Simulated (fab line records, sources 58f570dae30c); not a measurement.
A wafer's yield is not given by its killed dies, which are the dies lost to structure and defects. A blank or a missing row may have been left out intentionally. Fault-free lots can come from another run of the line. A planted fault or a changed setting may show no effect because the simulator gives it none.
fab line records	flow berkeleyCmos170
record lots=5	wafers=15	lastDay=11
route steps=331 shown ACTIVE@66 PFIELD@79 FIELD@89
lots untouched by any fault: they come from a run of this same line in which no faults occurred
startH: the number of hours between the record's first day and the start of the first shown wafer of the lot	waitH: hours since the lot's step before	" the same as in the row above	L1.1+2: a row that stands for several wafers	- no value present, or no start provided	* or withheld: withheld	< > ~ a bound
route shown NAME@n: NAME is a module with steps in the file, n the number in the route of the first one	usual: average and standard deviation across the fault-free wafers	same: alike in all rows	chamber/n: place in a boat	sites: per-site readings	_std_site: the standard deviation of these	_edge_site: the outer-site mean with the inner-site mean subtracted	radiusMm: for every site, how far away it sits from the centre of the wafer	mask NAME#n: copy n	behind: tool/chamber where the wafer was last shaped	hold: why the lot went on hold/how many hours it stayed there/how the hold came to an end	device: the n, p or np transistor that did not switch	end of line: at the end of the route, the tests of the same wafers	where a step has no rows: the recipe by itself	killed: dies that structure and defects cost at the first sort, which is not the same as the wafer's yield	map: shows each die of a wafer: x if killed, . if not, _ if none is there
set.NAME: the setting as run; set.NAME@STEP: as run at that earlier step	model.NAME: the simulator's own value behind a step, which no gauge read
certain route steps with their lots: each step a table, each wafer a row
services: a tool's chamber out of use, with start hour (startH, from the record's first day; less than 0 if before it), hours out, and reason
## steps
# step UCB170_ACTIVE_THK_MEAS_06
# recipe reads=Si3N4_of_ACTIVE_CVD_05
# usual ACTIVE_NITRIDE_THK=219.9/2.1
lot.wafer	tool	chamber	startH	waitH	ACTIVE_NITRIDE_THK[nm]
L077.1	filmMetro-03	-	92.33	0.0	220.5
L077.2	"	-	"	"	220.1
L077.4	"	-	"	"	219.4
L079.2	filmMetro-03	-	106.95	0.0	218.4
L079.5	"	-	"	"	220.7
L079.6	"	-	"	"	219.9
L080.2	filmMetro-02	-	106.95	0.0	219.3
L080.4	"	-	"	"	221.1
L080.6	"	-	"	"	219.1
L091.1	filmMetro-02	-	156.43	0.0	218.9
L091.2	"	-	"	"	216.8
L091.5	"	-	"	"	218.2
L095.1	filmMetro-02	-	180.55	0.0	219.1
L095.2	"	-	"	"	217.7
L095.5	"	-	"	"	218.6
# step UCB170_ACTIVE_HMDS_07
# recipe primeTimeS=60	primeTempC=100
# usual chillPlateTempC=22.99/0.11	primeTempC=100.03/0.12
lot.wafer	tool	chamber	startH	waitH	chillPlateTempC	primeTempC
L077.1	lithoTrack-03	0	92.39	0.1	23.05	99.78
L077.2	"	0	"	"	23.08	99.87
L077.4	"	0	"	"	23.05	99.90
L079.2	lithoTrack-03	0	107.03	0.1	22.87	100.17
L079.5	"	0	"	"	23.00	100.12
L079.6	"	0	"	"	22.98	99.85
L080.2	lithoTrack-04	0	107.10	0.1	23.20	100.25
L080.4	"	0	"	"	23.13	100.16
L080.6	"	0	"	"	23.07	100.06
L091.1	lithoTrack-03	0	156.80	0.4	23.01	99.86
L091.2	"	0	"	"	22.90	99.99
L091.5	"	0	"	"	22.96	100.13
L095.1	lithoTrack-03	0	180.74	0.2	22.96	99.96
L095.2	"	0	"	"	23.11	100.23
L095.5	"	0	"	"	23.19	100.29
# step UCB170_ACTIVE_COAT_08
# recipe resist=KrF	spinRpm=1476	resistThkNm=900
# usual chillPlateTempC=22.99/0.088
lot.wafer	tool	chamber	startH	waitH	chillPlateTempC
L077.1	lithoTrack-03	0	92.54	0.1	23.20
L077.2	"	0	"	"	23.12
L077.4	"	0	"	"	23.07
L079.2	lithoTrack-03	0	107.18	0.1	22.99
L079.5	"	0	"	"	22.93
L079.6	"	0	"	"	22.94
L080.2	lithoTrack-04	0	107.25	0.1	22.98
L080.4	"	0	"	"	22.92
L080.6	"	0	"	"	22.91
L091.1	lithoTrack-03	0	156.95	0.1	22.95
L091.2	"	0	"	"	22.78
L091.5	"	0	"	"	22.90
L095.1	lithoTrack-03	0	180.89	0.1	23.12
L095.2	"	0	"	"	22.89
L095.5	"	0	"	"	23.04
# step UCB170_ACTIVE_SOFTBAKE_09
# recipe resist=KrF	tempC=130	timeS=60
# usual chillPlateTempC=23.00/0.11	heaterPowerTotalW=56.80/0.041
lot.wafer	tool	chamber	startH	waitH	chillPlateTempC	heaterPowerTotalW
L077.1	lithoTrack-03	0	92.69	0.1	23.01	56.81
L077.2	"	0	"	"	23.00	56.83
L077.4	"	0	"	"	22.85	56.79
L079.2	lithoTrack-03	0	107.33	0.1	23.06	56.71
L079.5	"	0	"	"	23.04	56.77
L079.6	"	0	"	"	23.18	56.86
L080.2	lithoTrack-04	0	107.40	0.1	23.08	56.85
L080.4	"	0	"	"	23.09	56.78
L080.6	"	0	"	"	23.17	56.74
L091.1	lithoTrack-03	0	157.10	0.1	22.85	56.83
L091.2	"	0	"	"	23.04	56.81
L091.5	"	0	"	"	22.99	56.74
L095.1	lithoTrack-03	0	181.04	0.1	23.02	56.85
L095.2	"	0	"	"	22.91	56.76
L095.5	"	0	"	"	23.20	56.72
# step UCB170_ACTIVE_EXPOSE_10
# recipe maskId=ACTIVE	targetCdNm=1200	na=0.5	sigmaOuter=0.6	sourceShape=conventional	doseMj=20
lot.wafer	tool	chamber	startH	waitH	mask
L077.1+2+4	krfScanner-01	0	92.84	0.1	ACTIVE#0
L079.2+5+6	krfScanner-02	0	107.47	0.1	ACTIVE#0
L080.2+4+6	krfScanner-02	0	107.59	0.2	ACTIVE#0
L091.1+2+5	krfScanner-01	0	157.38	0.3	ACTIVE#0
L095.1+2+5	krfScanner-01	0	181.32	0.2	ACTIVE#0
# step UCB170_ACTIVE_PEB_11
# recipe pebTempC=130	pebTimeS=withheld	resist=KrF
# usual chillPlateTempC=23.01/0.094	heaterPowerTotalW=56.80/0.053
lot.wafer	tool	chamber	startH	waitH	chillPlateTempC	heaterPowerTotalW
L077.1	lithoTrack-03	0	92.95	0.1	22.99	56.89
L077.2	"	0	"	"	23.10	56.76
L077.4	"	0	"	"	23.00	56.80
L079.2	lithoTrack-03	0	107.75	0.3	22.86	56.70
L079.5	"	0	"	"	23.13	56.76
L079.6	"	0	"	"	22.85	56.81
L080.2	lithoTrack-04	0	108.00	0.4	22.93	56.80
L080.4	"	0	"	"	23.00	56.81
L080.6	"	0	"	"	22.99	56.77
L091.1	lithoTrack-03	0	157.53	0.1	22.95	56.91
L091.2	"	0	"	"	23.17	56.80
L091.5	"	0	"	"	23.10	56.82
L095.1	lithoTrack-04	0	181.45	0.1	23.01	56.82
L095.2	"	0	"	"	22.90	56.75
L095.5	"	0	"	"	23.05	56.82
# step UCB170_ACTIVE_DEVELOP_12
# recipe developer=TMAH	developTimeS=45	resist=KrF	devTempC=21
# usual chillPlateTempC=22.99/0.11
lot.wafer	tool	chamber	startH	waitH	chillPlateTempC
L077.1	lithoTrack-03	0	-	-	23.20
L077.2	"	0	"	"	23.07
L077.4	"	0	"	"	22.96
L079.2	lithoTrack-03	0	-	-	22.98
L079.5	"	0	"	"	22.81
L079.6	"	0	"	"	22.94
L080.2	lithoTrack-04	0	-	-	22.96
L080.4	"	0	"	"	23.02
L080.6	"	0	"	"	22.82
L091.1	lithoTrack-03	0	-	-	23.18
L091.2	"	0	"	"	23.23
L091.5	"	0	"	"	23.06
L095.1	lithoTrack-04	0	-	-	23.00
L095.2	"	0	"	"	22.93
L095.5	"	0	"	"	23.00
# step UCB170_ACTIVE_CD_MEAS_13
# recipe targetCdNm=1200
# usual cdNm=1199.8/1.8
lot.wafer	tool	chamber	startH	waitH	cdNm
L077.1	cdSem-01	-	93.23	-	1201.7
L077.2	"	-	"	"	1200.6
L077.4	"	-	"	"	1201.4
L079.2	cdSem-02	-	108.02	-	1202.6
L079.5	"	-	"	"	1201.6
L079.6	"	-	"	"	1202.0
L080.2	cdSem-02	-	108.27	-	1196.2
L080.4	"	-	"	"	1195.8
L080.6	"	-	"	"	1196.9
L091.1	cdSem-02	-	157.81	-	1200.4
L091.2	"	-	"	"	1199.1
L091.5	"	-	"	"	1200.3
L095.1	cdSem-01	-	181.73	-	1199.4
L095.2	"	-	"	"	1199.6
L095.5	"	-	"	"	1198.6
# step UCB170_ACTIVE_OVL_MEAS_14
# usual ACTIVE_OVL=0/6
lot.wafer	tool	chamber	startH	waitH	ACTIVE_OVL[nm]
L077.1	overlay-01	-	93.35	0.1	-2
L077.2	"	-	"	"	1
L077.4	"	-	"	"	-2
L079.2	overlay-01	-	108.13	0.1	7
L079.5	"	-	"	"	6
L079.6	"	-	"	"	13
L080.2	overlay-02	-	108.37	0.1	-1
L080.4	"	-	"	"	11
L080.6	"	-	"	"	-2
L091.1	overlay-02	-	157.93	0.1	-2
L091.2	"	-	"	"	4
L091.5	"	-	"	"	-3
L095.1	overlay-02	-	181.85	0.1	6
L095.2	"	-	"	"	1
L095.5	"	-	"	"	4
# step UCB170_ACTIVE_ETCH_15
# recipe chemistry=CH3F/Ar/O2	target=Si3N4	stopOn=SiO2	CH3F_flow_sccm=20	Ar_flow_sccm=50	O2_flow_sccm=7	pressureMtorr=50	rfW=450	targetDepthA=2420	overEtchFrac=0.1	timeS=151
# usual drypumpMotorCurrentA=5.4/0.33	oesProductAu=0.942/0.016	throttleValvePct=8.04/0.1
lot.wafer	tool	chamber	startH	waitH	drypumpMotorCurrentA	oesProductAu	rfHoursCounterH	throttleValvePct
L077.1	rieDiel-01	2	93.39	0.0	4.9	0.939	2	8.12
L077.2	"	3	"	"	5.7	0.960	73	7.78
L077.4	"	1	"	"	5.2	0.944	22	8.10
L079.2	rieDiel-01	1	108.16	0.0	5.2	0.932	23	8.10
L079.5	"	3	"	"	5.7	0.956	-	7.81
L079.6	"	0	"	"	5.8	0.949	-	8.08
L080.2	rieDiel-04	1	108.40	0.0	5.1	0.932	15	8.05
L080.4	"	2	"	"	5.7	0.923	148	7.94
L080.6	"	0	"	"	4.9	0.958	-	7.95
L091.1	rieDiel-02	1	157.96	0.0	5.3	0.958	155	7.98
L091.2	"	3	"	"	5.5	0.917	4	8.09
L091.5	"	3	"	"	5.5	0.927	-	8.10
L095.1	rieDiel-02	1	181.88	0.0	5.3	0.960	0	7.99
L095.2	"	0	"	"	5.7	0.961	2	8.12
L095.5	"	0	"	"	5.7	0.968	-	8.14
# step UCB170_ACTIVE_STRIP_16
# recipe chemistry=O2	powerW=400	pressureMtorr=3500	platenTempC=withheld	o2FlowSccm=400	overashFraction=0.5
# usual drypumpMotorCurrentA=5.7/0.46	oesProductAu=0.720/0.0046	stripTimeToEndpointS=18.27/0.069
# same overashFraction=0.5
lot.wafer	tool	chamber	startH	waitH	drypumpMotorCurrentA	oesProductAu	rfHoursCounterH	stripTimeToEndpointS
L077.1	plasmaAsher-02	0	93.49	0.1	5.2	0.719	28	18.19
L077.2	"	1	"	"	5.4	0.720	28	18.30
L077.4	"	0	"	"	5.2	0.717	-	18.27
L079.2	plasmaAsher-04	0	108.26	0.1	6.3	0.723	44	18.26
L079.5	"	1	"	"	6.1	0.712	-	18.32
L079.6	"	0	"	"	6.3	0.716	-	18.34
L080.2	plasmaAsher-03	1	108.50	0.1	5.1	0.724	35	18.28
L080.4	"	0	"	"	6.0	0.719	-	18.36
L080.6	"	0	"	"	6.0	0.725	-	18.16
L091.1	plasmaAsher-02	1	158.06	0.1	5.3	0.721	36	18.25
L091.2	"	0	"	"	5.3	0.718	36	18.19
L091.5	"	0	"	"	5.2	0.719	-	18.21
L095.1	plasmaAsher-03	1	181.98	0.1	5.1	0.725	44	18.20
L095.2	"	0	"	"	6.0	0.719	44	18.26
L095.5	"	1	"	"	5.1	0.719	-	18.17
# step UCB170_ACTIVE_CD_MEAS_90
# recipe targetCdNm=1200
# usual cdNm=1199.8/1.8
lot.wafer	tool	chamber	startH	waitH	cdNm
L077.1	cdSem-01	-	93.59	0.1	1201.3
L077.2	"	-	"	"	1200.4
L077.4	"	-	"	"	1201.1
L079.2	cdSem-01	-	108.38	0.1	1202.6
L079.5	"	-	"	"	1201.7
L079.6	"	-	"	"	1202.1
L080.2	cdSem-02	-	108.62	0.1	1196.5
L080.4	"	-	"	"	1195.7
L080.6	"	-	"	"	1196.5
L091.1	cdSem-01	-	158.16	0.1	1200.5
L091.2	"	-	"	"	1199.5
L091.5	"	-	"	"	1200.3
L095.1	cdSem-01	-	182.08	0.1	1200.2
L095.2	"	-	"	"	1199.2
L095.5	"	-	"	"	1198.9
# step UCB170_ACTIVE_CLEAN_17
# recipe chemistry=SPM	tempC=120	timeS=600
# usual bathHeatDutyPct=13.1/1.6
lot.wafer	tool	chamber	startH	waitH	bathHeatDutyPct
L077.1	wetBench-03	1	95.61	2.0	11.8
L077.2	"	1	"	"	11.8
L077.4	"	1	"	"	13.3
L079.2	wetBench-04	3	108.49	0.1	12.4
L079.5	"	3	"	"	11.6
L079.6	"	3	"	"	12.8
L080.2	wetBench-04	1	108.72	0.1	14.1
L080.4	"	1	"	"	13.2
L080.6	"	1	"	"	14.8
L091.1	wetBench-02	1	160.30	2.1	13.9
L091.2	"	1	"	"	14.2
L091.5	"	1	"	"	14.6
L095.1	wetBench-03	0	182.62	0.5	9.6
L095.2	"	0	"	"	10.9
L095.5	"	0	"	"	10.5
# step UCB170_PFIELD_HMDS_00
# recipe primeTimeS=60	primeTempC=100
# usual chillPlateTempC=23.01/0.1	primeTempC=100.01/0.13
lot.wafer	tool	chamber	startH	waitH	chillPlateTempC	primeTempC
L077.1	lithoTrack-01	0	95.79	0.0	23.12	99.97
L077.2	"	0	"	"	23.00	99.77
L077.4	"	0	"	"	23.00	100.02
L079.2	lithoTrack-03	0	108.87	0.2	23.04	100.15
L079.5	"	0	"	"	22.92	99.92
L079.6	"	0	"	"	23.03	99.93
L080.2	lithoTrack-02	0	108.97	0.1	22.74	100.04
L080.4	"	0	"	"	22.95	99.95
L080.6	"	0	"	"	22.84	100.15
L091.1	lithoTrack-03	0	160.47	0.0	23.02	100.02
L091.2	"	0	"	"	23.14	99.69
L091.5	"	0	"	"	22.85	100.08
L095.1	lithoTrack-03	0	183.31	0.5	22.97	100.05
L095.2	"	0	"	"	23.02	100.09
L095.5	"	0	"	"	23.05	100.15
# step UCB170_PFIELD_COAT_01
# recipe resist=KrF	spinRpm=1500	resistThkNm=900
# usual chillPlateTempC=22.98/0.11
lot.wafer	tool	chamber	startH	waitH	chillPlateTempC
L077.1	lithoTrack-01	0	95.94	0.1	22.86
L077.2	"	0	"	"	22.95
L077.4	"	0	"	"	23.04
L079.2	lithoTrack-03	0	109.02	0.1	23.06
L079.5	"	0	"	"	22.75
L079.6	"	0	"	"	22.82
L080.2	lithoTrack-02	0	109.12	0.1	22.95
L080.4	"	0	"	"	22.94
L080.6	"	0	"	"	22.81
L091.1	lithoTrack-03	0	160.62	0.1	23.00
L091.2	"	0	"	"	22.83
L091.5	"	0	"	"	22.98
L095.1	lithoTrack-03	0	183.46	0.1	22.99
L095.2	"	0	"	"	22.95
L095.5	"	0	"	"	22.92
# step UCB170_PFIELD_SOFTBAKE_02
# recipe resist=KrF	tempC=130	timeS=60
# usual chillPlateTempC=23.04/0.1	heaterPowerTotalW=56.80/0.047
lot.wafer	tool	chamber	startH	waitH	chillPlateTempC	heaterPowerTotalW
L077.1	lithoTrack-01	0	96.09	0.1	23.02	56.80
L077.2	"	0	"	"	22.94	56.85
L077.4	"	0	"	"	23.09	56.79
L079.2	lithoTrack-03	0	109.17	0.1	23.09	56.88
L079.5	"	0	"	"	23.15	56.81
L079.6	"	0	"	"	23.05	56.78
L080.2	lithoTrack-02	0	109.27	0.1	22.94	56.81
L080.4	"	0	"	"	23.24	56.73
L080.6	"	0	"	"	23.10	56.78
L091.1	lithoTrack-03	0	160.77	0.1	23.02	56.78
L091.2	"	0	"	"	22.99	56.85
L091.5	"	0	"	"	22.88	56.81
L095.1	lithoTrack-03	0	183.61	0.1	23.02	56.85
L095.2	"	0	"	"	23.21	56.79
L095.5	"	0	"	"	23.22	56.80
# step UCB170_PFIELD_EXPOSE_03
# recipe maskId=PFIELD	na=0.5	sigmaOuter=0.6	sourceShape=conventional	targetCdNm=1500	doseMj=30
lot.wafer	tool	chamber	startH	waitH	mask
L077.1+2+4	krfScanner-02	0	96.24	0.1	PFIELD#0
L079.2+5+6	krfScanner-02	0	109.44	0.2	PFIELD#0
L080.2+4+6	krfScanner-02	0	109.56	0.3	PFIELD#0
L091.1+2+5	krfScanner-02	0	161.28	0.5	PFIELD#0
L095.1+2+5	krfScanner-02	0	183.88	0.2	PFIELD#0
# step UCB170_PFIELD_PEB_04
# recipe pebTempC=130	pebTimeS=withheld	resist=KrF
# usual chillPlateTempC=23.01/0.11	heaterPowerTotalW=56.80/0.046
lot.wafer	tool	chamber	startH	waitH	chillPlateTempC	heaterPowerTotalW
L077.1	lithoTrack-01	0	96.35	0.1	23.16	56.90
L077.2	"	0	"	"	23.12	56.83
L077.4	"	0	"	"	22.83	56.71
L079.2	lithoTrack-03	0	109.77	0.3	22.96	56.82
L079.5	"	0	"	"	22.92	56.79
L079.6	"	0	"	"	23.00	56.76
L080.2	lithoTrack-01	0	109.80	0.2	22.90	56.83
L080.4	"	0	"	"	22.90	56.80
L080.6	"	0	"	"	23.12	56.80
L091.1	lithoTrack-03	0	161.40	0.1	22.75	56.75
L091.2	"	0	"	"	22.83	56.75
L091.5	"	0	"	"	22.63	56.79
L095.1	lithoTrack-01	0	184.00	0.1	22.85	56.73
L095.2	"	0	"	"	22.87	56.76
L095.5	"	0	"	"	22.98	56.85
# step UCB170_PFIELD_DEVELOP_05
# recipe developer=TMAH	developTimeS=45	resist=KrF	devTempC=21
# usual chillPlateTempC=23.01/0.11
lot.wafer	tool	chamber	startH	waitH	chillPlateTempC
L077.1	lithoTrack-01	0	-	-	23.00
L077.2	"	0	"	"	23.10
L077.4	"	0	"	"	23.12
L079.2	lithoTrack-03	0	-	-	23.05
L079.5	"	0	"	"	23.11
L079.6	"	0	"	"	23.11
L080.2	lithoTrack-01	0	-	-	22.82
L080.4	"	0	"	"	22.83
L080.6	"	0	"	"	22.78
L091.1	lithoTrack-03	0	-	-	23.00
L091.2	"	0	"	"	23.04
L091.5	"	0	"	"	23.15
L095.1	lithoTrack-01	0	-	-	22.85
L095.2	"	0	"	"	23.01
L095.5	"	0	"	"	22.87
# step UCB170_PFIELD_OVL_MEAS_06
# usual PFIELD_OVL=1/4.4
lot.wafer	tool	chamber	startH	waitH	PFIELD_OVL[nm]
L077.1	overlay-02	-	96.63	-	-6
L077.2	"	-	"	"	3
L077.4	"	-	"	"	2
L079.2	overlay-01	-	110.03	-	4
L079.5	"	-	"	"	0
L079.6	"	-	"	"	2
L080.2	overlay-02	-	110.06	-	-6
L080.4	"	-	"	"	-3
L080.6	"	-	"	"	-2
L091.1	overlay-02	-	161.67	-	-5
L091.2	"	-	"	"	-1
L091.5	"	-	"	"	0
L095.1	overlay-02	-	184.27	-	5
L095.2	"	-	"	"	-3
L095.5	"	-	"	"	-1
# step UCB170_PFIELD_IMPLANT_07
# recipe species=B	doseCm2=1.985e+13	energyKev=80	tiltDeg=7
lot.wafer	tool	chamber	startH	waitH
L077.1+2+4	implanter-01	0	96.66	0.0
L079.2+5+6	implanter-03	0	110.08	0.0
L080.2+4+6	implanter-01	0	110.11	0.0
L091.1+2+5	implanter-03	0	161.71	0.0
L095.1+2+5	implanter-04	0	184.58	0.3
# step UCB170_PFIELD_STRIP_08
# recipe chemistry=O2	powerW=400	pressureMtorr=3500	platenTempC=withheld	o2FlowSccm=400	overashFraction=0.5
# usual drypumpMotorCurrentA=5.8/0.49	oesProductAu=0.734/0.0049	stripTimeToEndpointS=21.62/0.066
# same overashFraction=0.5
lot.wafer	tool	chamber	startH	waitH	drypumpMotorCurrentA	oesProductAu	rfHoursCounterH	stripTimeToEndpointS
L077.1	plasmaAsher-03	0	96.81	0.1	6.0	0.723	34	21.73
L077.2	"	1	"	"	5.1	0.730	34	21.65
L077.4	"	1	"	"	5.1	0.734	-	21.71
L079.2	plasmaAsher-04	0	110.21	0.1	6.3	0.733	44	21.63
L079.5	"	1	"	"	6.0	0.732	-	21.67
L079.6	"	0	"	"	6.3	0.741	-	21.72
L080.2	plasmaAsher-03	0	110.24	0.1	6.0	0.735	35	21.65
L080.4	"	0	"	"	6.0	0.732	-	21.60
L080.6	"	0	"	"	6.0	0.732	-	21.53
L091.1	plasmaAsher-04	1	161.86	0.1	6.1	0.732	50	21.53
L091.2	"	0	"	"	6.3	0.729	50	21.52
L091.5	"	1	"	"	6.1	0.737	-	21.61
L095.1	plasmaAsher-04	0	184.73	0.1	6.2	0.738	53	21.67
L095.2	"	1	"	"	6.1	0.739	53	21.61
L095.5	"	1	"	"	6.1	0.744	-	21.64
# step UCB170_PFIELD_TW_MEAS_09
# usual PFIELD_TW=599.2/2.6
lot.wafer	tool	chamber	startH	waitH	PFIELD_TW
L077.1	filmMetro-02	-	96.91	0.1	600.6
L077.2	"	-	"	"	602.5
L077.4	"	-	"	"	601.1
L079.2	filmMetro-04	-	110.32	0.1	600.9
L079.5	"	-	"	"	602.1
L079.6	"	-	"	"	602.0
L080.2	filmMetro-02	-	110.35	0.1	601.8
L080.4	"	-	"	"	599.1
L080.6	"	-	"	"	603.5
L091.1	filmMetro-01	-	161.96	0.1	600.7
L091.2	"	-	"	"	600.1
L091.5	"	-	"	"	601.9
L095.1	filmMetro-04	-	184.83	0.1	598.7
L095.2	"	-	"	"	597.0
L095.5	"	-	"	"	602.0
# step UCB170_FIELD_CLEAN_00
# recipe chemistry=dHF	dilution=25:1	timeS=7.5
lot.wafer	tool	chamber	startH	waitH
L077.1+2+4	wetBench-02	1	96.97	0.1
L079.2+5+6	wetBench-04	3	110.37	0.0
L080.2+4+6	wetBench-04	2	110.40	0.0
L091.1+2+5	wetBench-04	1	162.02	0.1
L095.1+2+5	wetBench-02	1	184.90	0.1
# step UCB170_FIELD_OXIDATION_01
# recipe tempC=1000	ambient=H2O	pH2oTorr=584.62	targetThkA=5583	oxTimeS=7200
# usual oxTempC=1000.0/0.44	spikeTcSourceC=1021.5/2.9
lot.wafer	tool	chamber	startH	waitH	oxTempC	spikeTcSourceC
L077.1	furnace-03	0	100.26	3.3	999.9	1022.5
L077.2	"	0	"	"	1000.5	1019.9
L077.4	"	0	"	"	1000.1	1019.6
L079.2	furnace-01	0	115.72	5.3	999.8	1026.7
L079.5	"	0	"	"	1000.3	1027.2
L079.6	"	0	"	"	999.1	1024.8
L080.2	furnace-01	0	115.72	5.3	1000.2	1026.0
L080.4	"	0	"	"	1000.1	1026.5
L080.6	"	0	"	"	999.4	1026.8
L091.1	furnace-01	0	165.56	3.5	999.8	1025.9
L091.2	"	0	"	"	999.7	1026.1
L091.5	"	0	"	"	999.5	1026.8
L095.1	furnace-03	0	186.12	1.2	1000.0	1019.8
L095.2	"	0	"	"	1000.4	1022.2
L095.5	"	0	"	"	999.3	1017.6
## services
tool	chamber	startH	hours	kind
implanter-04	-	69.89	4.6	pm
krfScanner-02	-	71.41	0.9	repair
krfScanner-01	0	72.78	-	calibration
krfScanner-02	-	77.67	1.0	pm
rieDiel-02	3	80.77	5.9	repair
krfScanner-02	-	83.54	1.3	pm
krfScanner-01	-	93.07	0.8	pm
rieDiel-04	-	112.77	2.1	repair
plasmaAsher-02	-	117.97	1.3	repair
rieDiel-02	0	119.84	-	clean
implanter-04	-	122.27	24.6	repair
krfScanner-01	-	123.66	4.4	pm
krfScanner-02	0	129.62	-	calibration
krfScanner-01	-	140.67	1.3	pm
plasmaAsher-04	-	145.39	2.4	repair
implanter-01	-	149.71	2.7	repair
rieDiel-02	3	161.93	1.9	repair
rieDiel-02	2	165.38	11.7	repair
krfScanner-01	-	167.00	1.0	pm
krfScanner-01	-	172.95	3.6	pm
implanter-04	-	175.06	4.3	pm
implanter-01	-	177.39	7.5	pm
krfScanner-01	-	178.15	1.2	repair
implanter-03	-	183.59	9.3	repair
## key
fault none
